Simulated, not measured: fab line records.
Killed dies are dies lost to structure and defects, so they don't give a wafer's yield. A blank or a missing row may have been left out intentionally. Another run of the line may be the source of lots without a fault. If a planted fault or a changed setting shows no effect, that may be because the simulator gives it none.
fab line records || flow ritCmos
record {"lots": 14, "wafers": 42, "lastDay": 7}
route steps=202 shown SPACER@128
lots untouched by any fault: they come from a run of this same line in which no faults occurred
startH: hours from the record's first day to the start of the lot's first wafer shown || waitH: time in hours since the lot's previous step || " repeats the value in the row above || L1.1+2: several wafers, shown together as one row || - no value, or no start was given || * or withheld: withheld || < > ~ a bound
route shown NAME@n: a module of which the file shows steps, and the number in the route of the first || usual: mean/standard deviation taken from wafers without a fault || same: alike in all rows || chamber/n: place in a boat || sites: per-site readings || _std_site: how widely they spread, as a standard deviation || _edge_site: the outer-site mean with the inner-site mean subtracted || radiusMm: for every site, how far away it sits from the centre of the wafer || mask NAME#n: copy n || behind: the last tool/chamber to shape the wafer || hold: cause of the lot's hold/its duration in hours/its outcome || device: names the non-switching transistor (n, p or np) || end of line: tests run on the same wafers once the route is complete || a step given without rows: its recipe and nothing more || killed: dies lost to structure and defects at the first sort, not the wafer's yield || map: per-die view of a wafer (x killed, . not killed, _ where there is no die)
set.NAME: the setting the step ran with; set.NAME@STEP: the setting that earlier step ran with || model.NAME: the simulator's own value behind a step, which no gauge read
a sample of lots followed through the steps of the route, with each step as a table and each wafer as a row
services: when a tool's chamber went out of use (startH, in hours from the record's first day, below 0 if earlier), for how many hours, and the reason
## steps
# step RIT_SPACER_CVD_03
# recipe {"material": "Si3N4", "targetThkNm": 250, "tempC": 810, "precursor": "SiH2Cl2/NH3", "timeS": 3300, "pressureMtorr": 300, "sih2cl2FlowSccm": 60, "nh3FlowSccm": 150}
# usual {"spikeTcCentreC": "813.5/1.2"}
{"lot.wafer": "L573.1", "tool": "lpcvd-02", "chamber": 0, "startH": 49.61, "waitH": 0.0, "spikeTcCentreC": 812.2}
{"lot.wafer": "L573.4", "tool": "lpcvd-02", "chamber": 0, "startH": 49.61, "waitH": 0.0, "spikeTcCentreC": 813.3}
{"lot.wafer": "L573.6", "tool": "lpcvd-02", "chamber": 0, "startH": 49.61, "waitH": 0.0, "spikeTcCentreC": 813.7}
{"lot.wafer": "L575.1", "tool": "lpcvd-02", "chamber": 1, "startH": 54.66, "waitH": 0.0, "spikeTcCentreC": 812.2}
{"lot.wafer": "L575.2", "tool": "lpcvd-02", "chamber": 1, "startH": 54.66, "waitH": 0.0, "spikeTcCentreC": 812.2}
{"lot.wafer": "L575.5", "tool": "lpcvd-02", "chamber": 1, "startH": 54.66, "waitH": 0.0, "spikeTcCentreC": 813.2}
{"lot.wafer": "L576.2", "tool": "lpcvd-01", "chamber": 1, "startH": 60.00, "waitH": 0.0, "spikeTcCentreC": 815.3}
{"lot.wafer": "L576.5", "tool": "lpcvd-01", "chamber": 1, "startH": 60.00, "waitH": 0.0, "spikeTcCentreC": 812.2}
{"lot.wafer": "L576.6", "tool": "lpcvd-01", "chamber": 1, "startH": 60.00, "waitH": 0.0, "spikeTcCentreC": 812.3}
{"lot.wafer": "L577.2", "tool": "lpcvd-01", "chamber": 1, "startH": 64.78, "waitH": 0.0, "spikeTcCentreC": 814.3}
{"lot.wafer": "L577.3", "tool": "lpcvd-01", "chamber": 1, "startH": 64.78, "waitH": 0.0, "spikeTcCentreC": 813.0}
{"lot.wafer": "L577.4", "tool": "lpcvd-01", "chamber": 1, "startH": 64.78, "waitH": 0.0, "spikeTcCentreC": 812.1}
{"lot.wafer": "L580.1", "tool": "lpcvd-01", "chamber": 1, "startH": 78.37, "waitH": 0.0, "spikeTcCentreC": 813.7}
{"lot.wafer": "L580.2", "tool": "lpcvd-01", "chamber": 1, "startH": 78.37, "waitH": 0.0, "spikeTcCentreC": 812.0}
{"lot.wafer": "L580.4", "tool": "lpcvd-01", "chamber": 1, "startH": 78.37, "waitH": 0.0, "spikeTcCentreC": 814.6}
{"lot.wafer": "L581.1", "tool": "lpcvd-02", "chamber": 1, "startH": 84.47, "waitH": 0.0, "spikeTcCentreC": 812.0}
{"lot.wafer": "L581.5", "tool": "lpcvd-02", "chamber": 1, "startH": 84.47, "waitH": 0.0, "spikeTcCentreC": 811.4}
{"lot.wafer": "L581.6", "tool": "lpcvd-02", "chamber": 1, "startH": 84.47, "waitH": 0.0, "spikeTcCentreC": 812.2}
{"lot.wafer": "L582.1", "tool": "lpcvd-02", "chamber": 0, "startH": 90.83, "waitH": 0.0, "spikeTcCentreC": 813.5}
{"lot.wafer": "L582.2", "tool": "lpcvd-02", "chamber": 0, "startH": 90.83, "waitH": 0.0, "spikeTcCentreC": 813.5}
{"lot.wafer": "L582.5", "tool": "lpcvd-02", "chamber": 0, "startH": 90.83, "waitH": 0.0, "spikeTcCentreC": 813.8}
{"lot.wafer": "L584.2", "tool": "lpcvd-02", "chamber": 0, "startH": 98.53, "waitH": 0.0, "spikeTcCentreC": 813.3}
{"lot.wafer": "L584.4", "tool": "lpcvd-02", "chamber": 0, "startH": 98.53, "waitH": 0.0, "spikeTcCentreC": 813.9}
{"lot.wafer": "L584.5", "tool": "lpcvd-02", "chamber": 0, "startH": 98.53, "waitH": 0.0, "spikeTcCentreC": 814.3}
{"lot.wafer": "L585.2", "tool": "lpcvd-02", "chamber": 0, "startH": 103.82, "waitH": 0.0, "spikeTcCentreC": 813.9}
{"lot.wafer": "L585.3", "tool": "lpcvd-02", "chamber": 0, "startH": 103.82, "waitH": 0.0, "spikeTcCentreC": 814.0}
{"lot.wafer": "L585.4", "tool": "lpcvd-02", "chamber": 0, "startH": 103.82, "waitH": 0.0, "spikeTcCentreC": 814.6}
{"lot.wafer": "L587.1", "tool": "lpcvd-01", "chamber": 0, "startH": 115.95, "waitH": 0.0, "spikeTcCentreC": 813.7}
{"lot.wafer": "L587.2", "tool": "lpcvd-01", "chamber": 0, "startH": 115.95, "waitH": 0.0, "spikeTcCentreC": 814.0}
{"lot.wafer": "L587.3", "tool": "lpcvd-01", "chamber": 0, "startH": 115.95, "waitH": 0.0, "spikeTcCentreC": 813.9}
{"lot.wafer": "L588.1", "tool": "lpcvd-02", "chamber": 1, "startH": 119.94, "waitH": 0.0, "spikeTcCentreC": 812.6}
{"lot.wafer": "L588.2", "tool": "lpcvd-02", "chamber": 1, "startH": 119.94, "waitH": 0.0, "spikeTcCentreC": 811.1}
{"lot.wafer": "L588.5", "tool": "lpcvd-02", "chamber": 1, "startH": 119.94, "waitH": 0.0, "spikeTcCentreC": 813.9}
{"lot.wafer": "L589.1", "tool": "lpcvd-02", "chamber": 0, "startH": 123.57, "waitH": 0.0, "spikeTcCentreC": 815.3}
{"lot.wafer": "L589.3", "tool": "lpcvd-02", "chamber": 0, "startH": 123.57, "waitH": 0.0, "spikeTcCentreC": 814.1}
{"lot.wafer": "L589.6", "tool": "lpcvd-02", "chamber": 0, "startH": 123.57, "waitH": 0.0, "spikeTcCentreC": 815.3}
{"lot.wafer": "L592.2", "tool": "lpcvd-01", "chamber": 1, "startH": 140.29, "waitH": 0.0, "spikeTcCentreC": 814.4}
{"lot.wafer": "L592.3", "tool": "lpcvd-01", "chamber": 1, "startH": 140.29, "waitH": 0.0, "spikeTcCentreC": 813.3}
{"lot.wafer": "L592.5", "tool": "lpcvd-01", "chamber": 1, "startH": 140.29, "waitH": 0.0, "spikeTcCentreC": 814.1}
{"lot.wafer": "L595.3", "tool": "lpcvd-01", "chamber": 1, "startH": 154.00, "waitH": 0.0, "spikeTcCentreC": 811.8}
{"lot.wafer": "L595.4", "tool": "lpcvd-01", "chamber": 1, "startH": 154.00, "waitH": 0.0, "spikeTcCentreC": 814.5}
{"lot.wafer": "L595.5", "tool": "lpcvd-01", "chamber": 1, "startH": 154.00, "waitH": 0.0, "spikeTcCentreC": 814.6}
# step RIT_SPACER_THK_MEAS_04
# recipe {"reads": "Si3N4_of_SPACER_CVD_03"}
# usual {"SPACER_NITRIDE_THK": "249.6/2.5"}
{"lot.wafer": "L573.1", "tool": "filmMetro-03", "chamber": "-", "startH": 51.53, "waitH": 0.0, "SPACER_NITRIDE_THK[nm]": 249.4}
{"lot.wafer": "L573.4", "tool": "filmMetro-03", "chamber": "-", "startH": 51.53, "waitH": 0.0, "SPACER_NITRIDE_THK[nm]": 249.2}
{"lot.wafer": "L573.6", "tool": "filmMetro-03", "chamber": "-", "startH": 51.53, "waitH": 0.0, "SPACER_NITRIDE_THK[nm]": 248.9}
{"lot.wafer": "L575.1", "tool": "filmMetro-02", "chamber": "-", "startH": 56.58, "waitH": 0.0, "SPACER_NITRIDE_THK[nm]": 248.5}
{"lot.wafer": "L575.2", "tool": "filmMetro-02", "chamber": "-", "startH": 56.58, "waitH": 0.0, "SPACER_NITRIDE_THK[nm]": 246.4}
{"lot.wafer": "L575.5", "tool": "filmMetro-02", "chamber": "-", "startH": 56.58, "waitH": 0.0, "SPACER_NITRIDE_THK[nm]": 247.5}
{"lot.wafer": "L576.2", "tool": "filmMetro-03", "chamber": "-", "startH": 62.89, "waitH": 0.0, "SPACER_NITRIDE_THK[nm]": 249.6}
{"lot.wafer": "L576.5", "tool": "filmMetro-03", "chamber": "-", "startH": 62.89, "waitH": 0.0, "SPACER_NITRIDE_THK[nm]": 250.4}
{"lot.wafer": "L576.6", "tool": "filmMetro-03", "chamber": "-", "startH": 62.89, "waitH": 0.0, "SPACER_NITRIDE_THK[nm]": 254.1}
{"lot.wafer": "L577.2", "tool": "filmMetro-02", "chamber": "-", "startH": 66.70, "waitH": 0.0, "SPACER_NITRIDE_THK[nm]": 247.7}
{"lot.wafer": "L577.3", "tool": "filmMetro-02", "chamber": "-", "startH": 66.70, "waitH": 0.0, "SPACER_NITRIDE_THK[nm]": 249.3}
{"lot.wafer": "L577.4", "tool": "filmMetro-02", "chamber": "-", "startH": 66.70, "waitH": 0.0, "SPACER_NITRIDE_THK[nm]": 247.5}
{"lot.wafer": "L580.1", "tool": "filmMetro-02", "chamber": "-", "startH": 80.29, "waitH": 0.0, "SPACER_NITRIDE_THK[nm]": 249.4}
{"lot.wafer": "L580.2", "tool": "filmMetro-02", "chamber": "-", "startH": 80.29, "waitH": 0.0, "SPACER_NITRIDE_THK[nm]": 249.5}
{"lot.wafer": "L580.4", "tool": "filmMetro-02", "chamber": "-", "startH": 80.29, "waitH": 0.0, "SPACER_NITRIDE_THK[nm]": 247.0}
{"lot.wafer": "L581.1", "tool": "filmMetro-03", "chamber": "-", "startH": 86.39, "waitH": 0.0, "SPACER_NITRIDE_THK[nm]": 247.3}
{"lot.wafer": "L581.5", "tool": "filmMetro-03", "chamber": "-", "startH": 86.39, "waitH": 0.0, "SPACER_NITRIDE_THK[nm]": 249.1}
{"lot.wafer": "L581.6", "tool": "filmMetro-03", "chamber": "-", "startH": 86.39, "waitH": 0.0, "SPACER_NITRIDE_THK[nm]": 248.3}
{"lot.wafer": "L582.1", "tool": "filmMetro-02", "chamber": "-", "startH": 92.75, "waitH": 0.0, "SPACER_NITRIDE_THK[nm]": 248.8}
{"lot.wafer": "L582.2", "tool": "filmMetro-02", "chamber": "-", "startH": 92.75, "waitH": 0.0, "SPACER_NITRIDE_THK[nm]": 251.6}
{"lot.wafer": "L582.5", "tool": "filmMetro-02", "chamber": "-", "startH": 92.75, "waitH": 0.0, "SPACER_NITRIDE_THK[nm]": 252.2}
{"lot.wafer": "L584.2", "tool": "filmMetro-02", "chamber": "-", "startH": 100.46, "waitH": 0.0, "SPACER_NITRIDE_THK[nm]": 249.5}
{"lot.wafer": "L584.4", "tool": "filmMetro-02", "chamber": "-", "startH": 100.46, "waitH": 0.0, "SPACER_NITRIDE_THK[nm]": 251.9}
{"lot.wafer": "L584.5", "tool": "filmMetro-02", "chamber": "-", "startH": 100.46, "waitH": 0.0, "SPACER_NITRIDE_THK[nm]": 248.6}
{"lot.wafer": "L585.2", "tool": "filmMetro-01", "chamber": "-", "startH": 105.74, "waitH": 0.0, "SPACER_NITRIDE_THK[nm]": 246.9}
{"lot.wafer": "L585.3", "tool": "filmMetro-01", "chamber": "-", "startH": 105.74, "waitH": 0.0, "SPACER_NITRIDE_THK[nm]": 244.6}
{"lot.wafer": "L585.4", "tool": "filmMetro-01", "chamber": "-", "startH": 105.74, "waitH": 0.0, "SPACER_NITRIDE_THK[nm]": 245.7}
{"lot.wafer": "L587.1", "tool": "filmMetro-03", "chamber": "-", "startH": 117.87, "waitH": 0.0, "SPACER_NITRIDE_THK[nm]": 251.0}
{"lot.wafer": "L587.2", "tool": "filmMetro-03", "chamber": "-", "startH": 117.87, "waitH": 0.0, "SPACER_NITRIDE_THK[nm]": 252.4}
{"lot.wafer": "L587.3", "tool": "filmMetro-03", "chamber": "-", "startH": 117.87, "waitH": 0.0, "SPACER_NITRIDE_THK[nm]": 251.2}
{"lot.wafer": "L588.1", "tool": "filmMetro-03", "chamber": "-", "startH": 121.86, "waitH": 0.0, "SPACER_NITRIDE_THK[nm]": 318.3}
{"lot.wafer": "L588.2", "tool": "filmMetro-03", "chamber": "-", "startH": 121.86, "waitH": 0.0, "SPACER_NITRIDE_THK[nm]": 318.8}
{"lot.wafer": "L588.5", "tool": "filmMetro-03", "chamber": "-", "startH": 121.86, "waitH": 0.0, "SPACER_NITRIDE_THK[nm]": 318.4}
{"lot.wafer": "L589.1", "tool": "filmMetro-02", "chamber": "-", "startH": 125.49, "waitH": 0.0, "SPACER_NITRIDE_THK[nm]": 319.4}
{"lot.wafer": "L589.3", "tool": "filmMetro-02", "chamber": "-", "startH": 125.49, "waitH": 0.0, "SPACER_NITRIDE_THK[nm]": 320.4}
{"lot.wafer": "L589.6", "tool": "filmMetro-02", "chamber": "-", "startH": 125.49, "waitH": 0.0, "SPACER_NITRIDE_THK[nm]": 322.1}
{"lot.wafer": "L592.2", "tool": "filmMetro-02", "chamber": "-", "startH": 142.22, "waitH": 0.0, "SPACER_NITRIDE_THK[nm]": 248.7}
{"lot.wafer": "L592.3", "tool": "filmMetro-02", "chamber": "-", "startH": 142.22, "waitH": 0.0, "SPACER_NITRIDE_THK[nm]": 247.4}
{"lot.wafer": "L592.5", "tool": "filmMetro-02", "chamber": "-", "startH": 142.22, "waitH": 0.0, "SPACER_NITRIDE_THK[nm]": 247.4}
{"lot.wafer": "L595.3", "tool": "filmMetro-01", "chamber": "-", "startH": 155.94, "waitH": 0.0, "SPACER_NITRIDE_THK[nm]": 247.0}
{"lot.wafer": "L595.4", "tool": "filmMetro-01", "chamber": "-", "startH": 155.94, "waitH": 0.0, "SPACER_NITRIDE_THK[nm]": 248.4}
{"lot.wafer": "L595.5", "tool": "filmMetro-01", "chamber": "-", "startH": 155.94, "waitH": 0.0, "SPACER_NITRIDE_THK[nm]": 245.5}
# step RIT_SPACER_ETCHBACK_05
# recipe {"targetDepthA": 2500, "SF6_flow_sccm": 30, "CHF3_flow_sccm": 30, "target": "Si3N4", "chemistry": "SF6/CHF3", "pressureMtorr": 40, "rfW": 250, "timeS": 240, "stopOn": "SiO2"}
# usual {"chamberPressureMTorr": "40.00/0.036", "drypumpMotorCurrentA": "5.3/0.48", "oesProductAu": "0.845/0.016", "throttleValvePct": "10.29/0.12"}
{"lot.wafer": "L573.1", "tool": "rieDiel-04", "chamber": 0, "startH": 51.59, "waitH": 0.1, "chamberPressureMTorr": 39.98, "drypumpMotorCurrentA": 6.3, "oesProductAu": 0.871, "rfHoursCounterH": 5, "throttleValvePct": 10.19}
{"lot.wafer": "L573.4", "tool": "rieDiel-04", "chamber": 2, "startH": 51.59, "waitH": 0.1, "chamberPressureMTorr": 40.03, "drypumpMotorCurrentA": 5.1, "oesProductAu": 0.832, "rfHoursCounterH": 3, "throttleValvePct": 10.29}
{"lot.wafer": "L573.6", "tool": "rieDiel-04", "chamber": 3, "startH": 51.59, "waitH": 0.1, "chamberPressureMTorr": 40.01, "drypumpMotorCurrentA": 5.7, "oesProductAu": 0.857, "rfHoursCounterH": "-", "throttleValvePct": 10.41}
{"lot.wafer": "L575.1", "tool": "rieDiel-03", "chamber": 0, "startH": 56.64, "waitH": 0.1, "chamberPressureMTorr": 39.96, "drypumpMotorCurrentA": 5.3, "oesProductAu": 0.809, "rfHoursCounterH": 102, "throttleValvePct": 10.24}
{"lot.wafer": "L575.2", "tool": "rieDiel-03", "chamber": 1, "startH": 56.64, "waitH": 0.1, "chamberPressureMTorr": 40.02, "drypumpMotorCurrentA": 5.2, "oesProductAu": 0.840, "rfHoursCounterH": 2, "throttleValvePct": 10.42}
{"lot.wafer": "L575.5", "tool": "rieDiel-03", "chamber": 0, "startH": 56.64, "waitH": 0.1, "chamberPressureMTorr": 39.96, "drypumpMotorCurrentA": 5.3, "oesProductAu": 0.813, "rfHoursCounterH": "-", "throttleValvePct": 10.23}
{"lot.wafer": "L576.2", "tool": "rieDiel-04", "chamber": 3, "startH": 62.94, "waitH": 0.0, "chamberPressureMTorr": 39.99, "drypumpMotorCurrentA": 5.7, "oesProductAu": 0.859, "rfHoursCounterH": 6, "throttleValvePct": 10.41}
{"lot.wafer": "L576.5", "tool": "rieDiel-04", "chamber": 1, "startH": 62.94, "waitH": 0.0, "chamberPressureMTorr": 40.05, "drypumpMotorCurrentA": 5.0, "oesProductAu": 0.837, "rfHoursCounterH": "-", "throttleValvePct": 10.20}
{"lot.wafer": "L576.6", "tool": "rieDiel-04", "chamber": 0, "startH": 62.94, "waitH": 0.0, "chamberPressureMTorr": 40.02, "drypumpMotorCurrentA": 6.2, "oesProductAu": 0.874, "rfHoursCounterH": "-", "throttleValvePct": 10.18}
{"lot.wafer": "L577.2", "tool": "rieDiel-03", "chamber": 3, "startH": 66.75, "waitH": 0.0, "chamberPressureMTorr": 40.02, "drypumpMotorCurrentA": 5.4, "oesProductAu": 0.844, "rfHoursCounterH": 117, "throttleValvePct": 10.24}
{"lot.wafer": "L577.3", "tool": "rieDiel-03", "chamber": 2, "startH": 66.75, "waitH": 0.0, "chamberPressureMTorr": 40.00, "drypumpMotorCurrentA": 6.3, "oesProductAu": 0.829, "rfHoursCounterH": 46, "throttleValvePct": 10.62}
{"lot.wafer": "L577.4", "tool": "rieDiel-03", "chamber": 1, "startH": 66.75, "waitH": 0.0, "chamberPressureMTorr": 40.00, "drypumpMotorCurrentA": 5.2, "oesProductAu": 0.853, "rfHoursCounterH": 2, "throttleValvePct": 10.40}
{"lot.wafer": "L580.1", "tool": "rieDiel-01", "chamber": 3, "startH": 80.35, "waitH": 0.1, "chamberPressureMTorr": 39.97, "drypumpMotorCurrentA": 5.0, "oesProductAu": 0.857, "rfHoursCounterH": 147, "throttleValvePct": 10.13}
{"lot.wafer": "L580.2", "tool": "rieDiel-01", "chamber": 2, "startH": 80.35, "waitH": 0.1, "chamberPressureMTorr": 39.98, "drypumpMotorCurrentA": 5.6, "oesProductAu": 0.859, "rfHoursCounterH": 1, "throttleValvePct": 10.29}
{"lot.wafer": "L580.4", "tool": "rieDiel-01", "chamber": 1, "startH": 80.35, "waitH": 0.1, "chamberPressureMTorr": 40.04, "drypumpMotorCurrentA": 4.7, "oesProductAu": 0.838, "rfHoursCounterH": 15, "throttleValvePct": 10.25}
{"lot.wafer": "L581.1", "tool": "rieDiel-01", "chamber": 2, "startH": 86.45, "waitH": 0.1, "chamberPressureMTorr": 40.04, "drypumpMotorCurrentA": 5.7, "oesProductAu": 0.862, "rfHoursCounterH": 1, "throttleValvePct": 10.28}
{"lot.wafer": "L581.5", "tool": "rieDiel-01", "chamber": 0, "startH": 86.45, "waitH": 0.1, "chamberPressureMTorr": 39.96, "drypumpMotorCurrentA": 4.8, "oesProductAu": 0.819, "rfHoursCounterH": "-", "throttleValvePct": 10.32}
{"lot.wafer": "L581.6", "tool": "rieDiel-01", "chamber": 1, "startH": 86.45, "waitH": 0.1, "chamberPressureMTorr": 40.02, "drypumpMotorCurrentA": 4.7, "oesProductAu": 0.843, "rfHoursCounterH": "-", "throttleValvePct": 10.25}
{"lot.wafer": "L582.1", "tool": "rieDiel-01", "chamber": 0, "startH": 92.81, "waitH": 0.1, "chamberPressureMTorr": 39.98, "drypumpMotorCurrentA": 4.8, "oesProductAu": 0.817, "rfHoursCounterH": 33, "throttleValvePct": 10.33}
{"lot.wafer": "L582.2", "tool": "rieDiel-01", "chamber": 1, "startH": 92.81, "waitH": 0.1, "chamberPressureMTorr": 39.91, "drypumpMotorCurrentA": 4.7, "oesProductAu": 0.853, "rfHoursCounterH": 16, "throttleValvePct": 10.25}
{"lot.wafer": "L582.5", "tool": "rieDiel-01", "chamber": 2, "startH": 92.81, "waitH": 0.1, "chamberPressureMTorr": 40.03, "drypumpMotorCurrentA": 5.7, "oesProductAu": 0.864, "rfHoursCounterH": "-", "throttleValvePct": 10.32}
{"lot.wafer": "L584.2", "tool": "rieDiel-04", "chamber": 2, "startH": 100.51, "waitH": 0.0, "chamberPressureMTorr": 39.96, "drypumpMotorCurrentA": 5.0, "oesProductAu": 0.836, "rfHoursCounterH": 3, "throttleValvePct": 10.28}
{"lot.wafer": "L584.4", "tool": "rieDiel-04", "chamber": 1, "startH": 100.51, "waitH": 0.0, "chamberPressureMTorr": 40.03, "drypumpMotorCurrentA": 5.0, "oesProductAu": 0.840, "rfHoursCounterH": 39, "throttleValvePct": 10.22}
{"lot.wafer": "L584.5", "tool": "rieDiel-04", "chamber": 2, "startH": 100.51, "waitH": 0.0, "chamberPressureMTorr": 39.96, "drypumpMotorCurrentA": 5.1, "oesProductAu": 0.829, "rfHoursCounterH": "-", "throttleValvePct": 10.29}
{"lot.wafer": "L585.2", "tool": "rieDiel-01", "chamber": 3, "startH": 105.79, "waitH": 0.0, "chamberPressureMTorr": 40.00, "drypumpMotorCurrentA": 4.9, "oesProductAu": 0.845, "rfHoursCounterH": 147, "throttleValvePct": 10.11}
{"lot.wafer": "L585.3", "tool": "rieDiel-01", "chamber": 0, "startH": 105.79, "waitH": 0.0, "chamberPressureMTorr": 39.99, "drypumpMotorCurrentA": 4.9, "oesProductAu": 0.815, "rfHoursCounterH": 33, "throttleValvePct": 10.32}
{"lot.wafer": "L585.4", "tool": "rieDiel-01", "chamber": 1, "startH": 105.79, "waitH": 0.0, "chamberPressureMTorr": 40.02, "drypumpMotorCurrentA": 4.7, "oesProductAu": 0.837, "rfHoursCounterH": 16, "throttleValvePct": 10.26}
{"lot.wafer": "L587.1", "tool": "rieDiel-01", "chamber": 2, "startH": 117.93, "waitH": 0.1, "chamberPressureMTorr": 39.98, "drypumpMotorCurrentA": 5.6, "oesProductAu": 0.870, "rfHoursCounterH": 1, "throttleValvePct": 10.29}
{"lot.wafer": "L587.2", "tool": "rieDiel-01", "chamber": 3, "startH": 117.93, "waitH": 0.1, "chamberPressureMTorr": 39.95, "drypumpMotorCurrentA": 5.0, "oesProductAu": 0.862, "rfHoursCounterH": 147, "throttleValvePct": 10.11}
{"lot.wafer": "L587.3", "tool": "rieDiel-01", "chamber": 1, "startH": 117.93, "waitH": 0.1, "chamberPressureMTorr": 39.97, "drypumpMotorCurrentA": 4.7, "oesProductAu": 0.842, "rfHoursCounterH": 16, "throttleValvePct": 10.25}
{"lot.wafer": "L588.1", "tool": "rieDiel-04", "chamber": 3, "startH": 121.92, "waitH": 0.1, "chamberPressureMTorr": 40.06, "drypumpMotorCurrentA": 5.7, "oesProductAu": 1.017, "rfHoursCounterH": 7, "throttleValvePct": 10.46}
{"lot.wafer": "L588.2", "tool": "rieDiel-04", "chamber": 0, "startH": 121.92, "waitH": 0.1, "chamberPressureMTorr": 39.92, "drypumpMotorCurrentA": 6.3, "oesProductAu": 1.028, "rfHoursCounterH": 6, "throttleValvePct": 10.24}
{"lot.wafer": "L588.5", "tool": "rieDiel-04", "chamber": 3, "startH": 121.92, "waitH": 0.1, "chamberPressureMTorr": 40.02, "drypumpMotorCurrentA": 5.7, "oesProductAu": 1.024, "rfHoursCounterH": "-", "throttleValvePct": 10.47}
{"lot.wafer": "L589.1", "tool": "rieDiel-04", "chamber": 3, "startH": 125.55, "waitH": 0.1, "chamberPressureMTorr": 39.98, "drypumpMotorCurrentA": 5.7, "oesProductAu": 1.014, "rfHoursCounterH": 7, "throttleValvePct": 10.47}
{"lot.wafer": "L589.3", "tool": "rieDiel-04", "chamber": 0, "startH": 125.55, "waitH": 0.1, "chamberPressureMTorr": 39.99, "drypumpMotorCurrentA": 6.2, "oesProductAu": 1.037, "rfHoursCounterH": 6, "throttleValvePct": 10.23}
{"lot.wafer": "L589.6", "tool": "rieDiel-04", "chamber": 1, "startH": 125.55, "waitH": 0.1, "chamberPressureMTorr": 40.01, "drypumpMotorCurrentA": 5.0, "oesProductAu": 0.992, "rfHoursCounterH": "-", "throttleValvePct": 10.27}
{"lot.wafer": "L592.2", "tool": "rieDiel-01", "chamber": 2, "startH": 142.27, "waitH": 0.0, "chamberPressureMTorr": 40.00, "drypumpMotorCurrentA": 5.7, "oesProductAu": 0.859, "rfHoursCounterH": 2, "throttleValvePct": 10.30}
{"lot.wafer": "L592.3", "tool": "rieDiel-01", "chamber": 1, "startH": 142.27, "waitH": 0.0, "chamberPressureMTorr": 39.98, "drypumpMotorCurrentA": 4.7, "oesProductAu": 0.837, "rfHoursCounterH": 17, "throttleValvePct": 10.25}
{"lot.wafer": "L592.5", "tool": "rieDiel-01", "chamber": 2, "startH": 142.27, "waitH": 0.0, "chamberPressureMTorr": 39.99, "drypumpMotorCurrentA": 5.6, "oesProductAu": 0.855, "rfHoursCounterH": "-", "throttleValvePct": 10.30}
{"lot.wafer": "L595.3", "tool": "rieDiel-04", "chamber": 3, "startH": 156.05, "waitH": 0.1, "chamberPressureMTorr": 39.98, "drypumpMotorCurrentA": 5.7, "oesProductAu": 0.860, "rfHoursCounterH": "-", "throttleValvePct": 10.42}
{"lot.wafer": "L595.4", "tool": "rieDiel-04", "chamber": 1, "startH": 156.05, "waitH": 0.1, "chamberPressureMTorr": 40.02, "drypumpMotorCurrentA": 5.0, "oesProductAu": 0.832, "rfHoursCounterH": "-", "throttleValvePct": 10.21}
{"lot.wafer": "L595.5", "tool": "rieDiel-04", "chamber": 1, "startH": 156.05, "waitH": 0.1, "chamberPressureMTorr": 39.97, "drypumpMotorCurrentA": 5.0, "oesProductAu": 0.828, "rfHoursCounterH": "-", "throttleValvePct": 10.21}
## services
{"tool": "rieDiel-04", "chamber": "-", "startH": 35.76, "hours": 0.5, "kind": "repair"}
{"tool": "rieDiel-01", "chamber": 2, "startH": 37.40, "hours": "-", "kind": "clean"}
{"tool": "rieDiel-01", "chamber": 2, "startH": 37.40, "hours": 17.1, "kind": "scheduledDown"}
{"tool": "rieDiel-01", "chamber": 2, "startH": 37.40, "hours": 17.1, "kind": "ventCycle"}
{"tool": "rieDiel-03", "chamber": "-", "startH": 47.60, "hours": 1.2, "kind": "repair"}
{"tool": "rieDiel-01", "chamber": "-", "startH": 50.60, "hours": 2.8, "kind": "pm"}
{"tool": "rieDiel-04", "chamber": "-", "startH": 69.31, "hours": 1.4, "kind": "repair"}
{"tool": "rieDiel-04", "chamber": "-", "startH": 73.54, "hours": 14.6, "kind": "pm"}
{"tool": "rieDiel-04", "chamber": 0, "startH": 93.44, "hours": 3.0, "kind": "repair"}
{"tool": "rieDiel-04", "chamber": 3, "startH": 103.23, "hours": 16.1, "kind": "repair"}
{"tool": "rieDiel-03", "chamber": 3, "startH": 143.22, "hours": 4.3, "kind": "repair"}
{"tool": "rieDiel-04", "chamber": 0, "startH": 148.37, "hours": 21.6, "kind": "repair"}
{"tool": "rieDiel-04", "chamber": 2, "startH": 152.20, "hours": 4.1, "kind": "repair"}
## key
firstSign {"step": "RIT_SPACER_THK_MEAS_04", "reading": "SPACER_NITRIDE_THK", "direction": "up", "sigmas": 28, "usual": 249.6, "struck": 319.5}
effect {"step": "RIT_SPACER_ETCHBACK_05", "reading": "oesProductAu", "direction": "up", "sigmas": 11, "usual": 0.845, "struck": 1.019}
metAt RIT_SPACER_CVD_03
struckLots L588,L589
laterRowsLeftOut L588.1,L588.2,L588.5,L589.1,L589.3,L589.6
sortLeftOut L588.1,L588.2,L588.5,L589.1,L589.3,L589.6
testerLeftOut L588,L589
onsetBetween 103.82 119.94
fault {"kind": "processParameterDrift", "tool": "lpcvd-02", "chamber": "-", "onsetH": 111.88, "steps": "RIT_SPACER_CVD_03", "channel": "timeS", "offset": "*", "shape": "step", "endH": 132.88, "actsIn": "*", "stated": "*"}
# testerLeftOut: of these lots the tester's yield and bins aren't shown, on N5 and GAA mostly nor the transistor test; their killed dies are dies lost to structure and defects alone, not to doping, threshold or leakage, so they don't give the yield
# sortLeftOut: the simulated sort isn't trusted on such a fault, so these wafers' sort isn't shown, and their yield isn't known
# laterRowsLeftOut: the simulator's readings of these wafers behind a module that went badly wrong aren't trusted and aren't shown, but for the sort
